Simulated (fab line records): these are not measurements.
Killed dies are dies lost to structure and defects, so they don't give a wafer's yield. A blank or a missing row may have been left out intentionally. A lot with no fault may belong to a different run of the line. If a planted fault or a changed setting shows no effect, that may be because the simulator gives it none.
8D (eight disciplines) problem report, filled in by code | flow rit-cmos | the parts of the form that need people (team, actions taken, sign-off) are left out

1. PROBLEM STATEMENT
Mean of heater-power-total-W at RIT_PRETRO_SOFTBAKE_02: 41.79 W across 6 wafers in 2 lots; on wafers with no fault it is 34.56 W (standard deviation 0.046). So: +99 or more standard deviations from the usual mean.
The step: time 60 s.
Seen first at day 5 15:56 on litho-track-02, wafer L373.1. Wafers with a number at this step in the record: 18, from 6 lots. The rule behind "out" and "out of limits": a value lying over 4 standard deviations away from the usual mean. The rest of the wafers with a number are treated as sound.

2. WHAT IT IS, AND WHAT IT ISN'T
question                    | is                                 | is not
which readings at this step | heater-power-total-W, plate-temp-C | -
which lots                  | L373, L375                         | L363, L366, L372, L379
which wafers of those lots  | all that have a number             | -
read on which tools         | litho-track-02                     | litho-track-01, litho-track-03
when                        | from day 5 15:56                   | up to then (9 sound wafers); but 3 sound wafers of L379 came after

3. SUSPECTS, AND WHAT RULES EACH OUT
Counting: a tool at any process step up to the reading remains a suspect when it ran all the lots that are out and ran no sound lot after the first of those.
- litho-track-02 at RIT_PRETRO_SOFTBAKE_02 (time 60 s): kept. All lots that are out passed through it, beginning with L373 at day 5 15:56, and no sound lot followed; its final sound lot before that point was L363 at day 3 14:32. On those wafers its own readings are out: heater-power-total-W, plate-temp-C.
After counting, what remains is litho-track-02 at RIT_PRETRO_SOFTBAKE_02.

4. THE CAUSE (what the simulator had put in)
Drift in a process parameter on litho-track-02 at RIT_PRETRO_SOFTBAKE_02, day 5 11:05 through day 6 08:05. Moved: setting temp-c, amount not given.
The count eliminated every tool but this one.

5. THE CHAIN OF EFFECTS, in route order
Each row: a reading where the mean over the struck wafers with a number is more than 3 standard deviations away from the usual. Scope: only readings with a usual standard deviation given in the record; hours: median across lots of the time from each lot's start at the first step in this table that gives one to its start at this step; sigmas: change in usual standard deviations.
hours | step                   | reading              | usual   | on struck wafers | change | sigmas
0     | RIT_PRETRO_SOFTBAKE_02 | heater-power-total-W | 34.56 W | 41.79            | +7.23  | +99 or more
0     | RIT_PRETRO_SOFTBAKE_02 | plate-temp-C         | 90.01 C | 103.32           | +13.31 | +99 or more
Process steps it contains:
- RIT_PRETRO_SOFTBAKE_02: time 60 s.
Later measuring or inspecting steps at which every struck wafer that the step has a row for has a number for every such reading, and none has moved that far: RIT_PRETRO_OVL_MEAS_06.

6. HOW IT WOULD HAVE BEEN CAUGHT EARLIER
In this record the first reading out of limits was taken at day 5 15:56, 5 hours after the fault began at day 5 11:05.
